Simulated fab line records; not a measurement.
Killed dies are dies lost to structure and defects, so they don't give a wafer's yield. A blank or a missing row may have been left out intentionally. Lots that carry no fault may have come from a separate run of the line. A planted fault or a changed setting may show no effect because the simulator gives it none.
Matching of chambers / flow berkeley_cmos170 / UCB170_ZERO_ETCH_06 on rie_diel-04 has 4 sister chambers
The step etches SiO2 in CHF3/CF4/Ar, time 12 s. 14 wafers are shown with their chamber, then 7 later ones without.

== WAFERS, EACH WITH ITS CHAMBER ==
wafer=L238.4; chamber=2; throttle_valve_pct (%)=8.99; drypump_motor_current_A (A)=6.4; oes_product_au (a.u.)=0.625
wafer=L238.5; chamber=0; throttle_valve_pct (%)=9.31; drypump_motor_current_A (A)=5.7; oes_product_au (a.u.)=0.623
wafer=L238.6; chamber=1; throttle_valve_pct (%)=9.22; drypump_motor_current_A (A)=6.5; oes_product_au (a.u.)=0.632
wafer=L241.2; chamber=0; throttle_valve_pct (%)=9.31; drypump_motor_current_A (A)=5.7; oes_product_au (a.u.)=0.629
wafer=L241.3; chamber=3; throttle_valve_pct (%)=9.42; drypump_motor_current_A (A)=6.3; oes_product_au (a.u.)=0.615
wafer=L241.6; chamber=3; throttle_valve_pct (%)=9.40; drypump_motor_current_A (A)=6.3; oes_product_au (a.u.)=0.612
wafer=L243.1; chamber=2; throttle_valve_pct (%)=8.99; drypump_motor_current_A (A)=6.3; oes_product_au (a.u.)=0.626
wafer=L243.5; chamber=0; throttle_valve_pct (%)=9.31; drypump_motor_current_A (A)=5.7; oes_product_au (a.u.)=0.628
wafer=L243.6; chamber=1; throttle_valve_pct (%)=9.22; drypump_motor_current_A (A)=6.6; oes_product_au (a.u.)=0.618
wafer=L245.1; chamber=3; throttle_valve_pct (%)=9.40; drypump_motor_current_A (A)=6.3; oes_product_au (a.u.)=0.608
wafer=L245.3; chamber=0; throttle_valve_pct (%)=9.31; drypump_motor_current_A (A)=5.8; oes_product_au (a.u.)=0.630
wafer=L245.5; chamber=1; throttle_valve_pct (%)=9.23; drypump_motor_current_A (A)=6.6; oes_product_au (a.u.)=0.626
wafer=L247.2; chamber=0; throttle_valve_pct (%)=9.31; drypump_motor_current_A (A)=5.7; oes_product_au (a.u.)=0.629
wafer=L247.5; chamber=0; throttle_valve_pct (%)=9.31; drypump_motor_current_A (A)=5.7; oes_product_au (a.u.)=0.633

SIGNATURES (averages over the wafers above)
reading=throttle_valve_pct; chamber 0=9.3100; chamber 1=9.2233; chamber 2=8.9900; chamber 3=9.4067; scatter within a chamber=0.00577
reading=drypump_motor_current_A; chamber 0=5.717; chamber 1=6.567; chamber 2=6.350; chamber 3=6.300; scatter within a chamber=0.0447
reading=oes_product_au; chamber 0=0.62867; chamber 1=0.62533; chamber 2=0.62550; chamber 3=0.61167; scatter within a chamber=0.00421
Rule: a wafer's distance from a chamber is the root of the sum, over the readings, of the square of ((its reading less the chamber's mean) divided by the reading's scatter). The wafer belongs to the nearest chamber; if the next one is less than 2 further off, it can't be placed. The scatter is the square root of a quotient: the sum, over the shown wafers, of each reading's squared deviation from its chamber's mean, divided by wafers minus chambers.

== WAFERS MISSING THEIR CHAMBER ==
wafer=L247.6; throttle_valve_pct (%)=9.41; drypump_motor_current_A (A)=6.3; oes_product_au (a.u.)=0.608
wafer=L249.1; throttle_valve_pct (%)=9.30; drypump_motor_current_A (A)=5.8; oes_product_au (a.u.)=0.632
wafer=L249.2; throttle_valve_pct (%)=8.98; drypump_motor_current_A (A)=6.4; oes_product_au (a.u.)=0.631
wafer=L249.6; throttle_valve_pct (%)=9.41; drypump_motor_current_A (A)=6.3; oes_product_au (a.u.)=0.614
wafer=L254.3; throttle_valve_pct (%)=9.23; drypump_motor_current_A (A)=6.6; oes_product_au (a.u.)=0.621
wafer=L254.4; throttle_valve_pct (%)=9.43; drypump_motor_current_A (A)=6.3; oes_product_au (a.u.)=0.616
wafer=L254.5; throttle_valve_pct (%)=8.98; drypump_motor_current_A (A)=6.3; oes_product_au (a.u.)=0.630

== CHAMBER TAKEN BY EACH ==
wafer=L247.6; from the rows above=3; in truth=3
wafer=L249.1; from the rows above=0; in truth=0
wafer=L249.2; from the rows above=2; in truth=2
wafer=L249.6; from the rows above=3; in truth=3
wafer=L254.3; from the rows above=1; in truth=1
wafer=L254.4; from the rows above=3; in truth=3
wafer=L254.5; from the rows above=2; in truth=2
7 of 7 placed correctly. From these rows, 0 cannot be placed. 0 placed wrongly.
